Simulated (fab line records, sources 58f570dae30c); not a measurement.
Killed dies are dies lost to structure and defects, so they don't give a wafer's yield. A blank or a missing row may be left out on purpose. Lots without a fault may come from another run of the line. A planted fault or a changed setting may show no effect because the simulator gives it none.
One fault seen from 2 desks | flow berkeley_cmos170 | each desk has only its own numbers; what lay behind them comes last

THE TOOL OWNER'S DESK: implanter-01
The tool's own readings at UCB170_PLDD_IMPLANT_08: means of the sampled wafers that have a number, for each lot that ran on this tool. A lot is out of limits, marked OUT, if its mean lies more than 4 standard deviations from the usual mean; the brackets give that distance.
Columns: A = beam_on_s at UCB170_PLDD_IMPLANT_08, usual 9.98 s; B = dose_ions_cm2 at UCB170_PLDD_IMPLANT_08, usual 5.001e+13; C = faraday_current_uA at UCB170_PLDD_IMPLANT_08, usual 158.9; D = rotation_deg at UCB170_PLDD_IMPLANT_08, usual -0.001 degrees
lot  | first seen here | A                | B                           | C                | D
L824 | day 7 10:50     | 9.89             | 4.997e+13                   | 160.4            | -0.015
L826 | day 7 21:56     | 9.91             | 5.001e+13                   | 159.7            | 0.014
L828 | day 8 13:14     | 9.89             | 5.001e+13                   | 160.6            | -0.014
L829 | day 8 13:47     | 10.08            | 5.001e+13                   | 157.8            | 0.009
L834 | day 9 09:14     | 10.06            | 5.003e+13                   | 157.1            | 0.003
L839 | day 10 05:06    | 11.20 (+6.4) OUT | 6.497e+13 (+99 or more) OUT | 184.4 (+8.5) OUT | 0.003
L844 | day 11 12:22    | 11.25 (+6.7) OUT | 6.501e+13 (+99 or more) OUT | 183.0 (+8.0) OUT | 0.004
This desk's finding: out of limits on L839, L844; first on L839, day 10 05:06 (beam_on_s at UCB170_PLDD_IMPLANT_08). In limits: L824, L826, L828, L829, L834.

THE METROLOGY DESK
What the gauges read, lot by lot, whatever tool the lot ran on: means of the sampled wafers that have a number. A lot is out of limits, marked OUT, if its mean lies more than 4 standard deviations from the usual mean; the brackets give that distance.
Columns: A = START_OXIDE_THK at UCB170_START_THK_MEAS_03, usual 20.0 nm; B = PWELL_OXIDE_THK at UCB170_PWELL_THK_MEAS_03, usual 26.2 nm; C = PLDD_TW at UCB170_PLDD_TW_MEAS_11, usual 1009; D = PLDD_RS at UCB170_SDANNEAL_RS_MEAS_04, usual 1030.9 ohm/sq
lot  | first seen here | A    | B    | C               | D
L824 | day 1 14:41     | 19.6 | 25.5 | 1010            | 1035.0
L825 | day 1 20:31     | 20.0 | 26.6 | 1017            | 1028.3
L826 | day 2 01:47     | 19.4 | 26.5 | 1012            | 1035.4
L827 | day 2 07:05     | 20.5 | 26.6 | 1009            | 1032.5
L828 | day 2 11:40     | 19.8 | 26.4 | 1004            | 1030.2
L829 | day 2 15:40     | 20.1 | 26.2 | 1003            | 1027.8
L830 | day 2 21:58     | 20.4 | 26.0 | 1020            | 1031.7
L832 | day 3 08:37     | 19.8 | 26.0 | 1011            | 1035.2
L834 | day 3 14:07     | 20.1 | 26.3 | 992             | 1030.6
L835 | day 4 04:05     | 20.5 | 26.5 | 1013            | 1030.0
L839 | day 4 18:25     | 20.0 | 26.0 | 1055 (+6.0) OUT | 924.4 (-37) OUT
L844 | day 5 20:41     | 19.7 | 26.4 | 1063 (+7.1) OUT | 919.9 (-38) OUT
L845 | day 5 20:41     | 20.1 | 26.4 | 997             | 1032.7
L847 | day 6 12:58     | 19.8 | 25.9 | 1013            | 1031.0
This desk's finding: out of limits on L839, L844; first on L839, day 10 05:29 (PLDD_TW at UCB170_PLDD_TW_MEAS_11). In limits: L824, L825, L826, L827, L828, L829, L830, L832, L834, L835, L845, L847.

PUT TOGETHER
The tool owner's desk could have raised an alarm at day 10 05:06, on L839, L844.
The metrology desk could have raised an alarm at day 10 05:29, on L839, L844.
Of the lots named, all ran UCB170_PLDD_IMPLANT_08 on implanter-01.

WHAT THE SIMULATOR HAD PUT IN
Process parameter drift: implanter-01, from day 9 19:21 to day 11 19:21, at UCB170_PLDD_IMPLANT_08. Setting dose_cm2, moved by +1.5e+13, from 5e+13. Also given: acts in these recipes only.
Lots struck among those shown: L839, L844.
Hours from the fault's start to each desk's first reading out of limits: the tool owner's desk, 10; the metrology desk, 10.
